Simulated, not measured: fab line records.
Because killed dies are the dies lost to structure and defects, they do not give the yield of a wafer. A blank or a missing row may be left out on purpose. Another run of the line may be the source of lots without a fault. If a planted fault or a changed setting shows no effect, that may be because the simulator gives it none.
Comparing a struck lot with a sound one -- flow rit-cmos -- 17 steps out of a route of 202
Sound: the wafers L222.3, L222.4, L222.5. Wafers L228.1, L228.4, L228.6 were the ones struck. At the end, the cause is stated.
For every step that has rows: the tool of each side, followed by ch and its chambers, followed by its first start. Under that, the readings that differ: sound wafers -- struck wafers -- difference of the means -- sigmas: that difference in standard deviations of wafers without a fault.
alike: same words and numbers on both sides, and readings whose means sit less than 2 such deviations apart. not compared: any withheld reading, any reading some wafer has no value for, any bound like >300 that may hide the same value, and any number with overlapping values for which the record gives no deviation.
A row with sigmas, a row that says differs or no value, or rows on one side alone: a step with any of these is where the two part. When numbers do not overlap yet have no deviation, they are printed without sigmas and do not part them. A reading that every wafer of one side lacks parts them only if that side has two wafers or more.

RIT_NWELL_TW_MEAS_10:
  sound on film-metro-04, day 4 00:08; struck on film-metro-02, day 5 06:25
reading,sound,struck,difference,sigmas
NWELL_TW,2118 2121 2127,2157 2169 2164,+41,+2
then, 6 steps without rows for these wafers: RIT_PWELL_HMDS_00 (prime time 60 s); RIT_PWELL_COAT_01 (resist thk 1300 nm); RIT_PWELL_SOFTBAKE_02 (time 60 s); RIT_PWELL_EXPOSE_03 (exposes mask M3, target cd 43700 nm); RIT_PWELL_PEB_04; RIT_PWELL_DEVELOP_05 (develop time 68 s).
RIT_PWELL_OVL_MEAS_06:
  sound on overlay-02, day 4 01:14; struck on overlay-01, day 5 07:38
  alike: PWELL_OVL
then, 2 steps without rows for these wafers: RIT_PWELL_HARDBAKE_07 (time 120 s); RIT_PWELL_IMPLANT_08.
RIT_PWELL_STRIP_09: strips in O2, time 180 s.
  sound on plasma-asher-03 ch 0,1, day 4 01:43; struck on plasma-asher-03 ch 0,1, day 5 08:08
  alike: chamber-pressure-mTorr, drypump-motor-current-A
  not compared: rf-hours-counter-h
RIT_PWELL_TW_MEAS_10:
  sound on film-metro-02, day 4 01:50; struck on film-metro-03, day 5 08:19
  alike: PWELL_TW
RIT_WELLDRIVE_ANNEAL_00: time 14700 s.
  sound on furnace-01 ch 0, day 4 01:53; struck on furnace-01 ch 0, day 5 08:22
reading,sound,struck,difference,sigmas
spike-tc-centre-C (C),1100.8 1099.7 1102.6,1067.2 1066.1 1066.4,-34.5,-23
zone-power-centre-pct (%),55 55 56,37 36 36,-19,-3
zone-power-source-pct (%),41.4 41.0 41.7,45.4 45.6 44.9,+3.9,+5
RIT_WELLDRIVE_RS_MEAS_01: a four-point-probe measurement.
  sound on film-metro-02, day 4 07:01; struck on film-metro-04, day 5 13:27
reading,sound,struck,difference,sigmas
NWELL_RS (ohm/sq),275.5 275.6 276.2,297.9 301.4 297.5,+23.2,+32
RIT_WELLDRIVE_RS_MEAS_02: a four-point-probe measurement.
  sound on film-metro-02, day 4 07:08; struck on film-metro-04, day 5 13:34
reading,sound,struck,difference,sigmas
PWELL_RS (ohm/sq),429.8 430.0 429.6,452.3 456.3 452.6,+23.9,+17
then, 1 step without rows for these wafers: RIT_NRETRO_HMDS_00 (prime time 60 s).
RIT_M1_PROBE_99:
  record: rows for the struck wafers here (prober-02, day 6 20:06), none for the sound ones

## WHERE THEY PART
At RIT_NWELL_TW_MEAS_10 first; at RIT_M1_PROBE_99 last (within this record only).

WHY: what had been put in by the simulator
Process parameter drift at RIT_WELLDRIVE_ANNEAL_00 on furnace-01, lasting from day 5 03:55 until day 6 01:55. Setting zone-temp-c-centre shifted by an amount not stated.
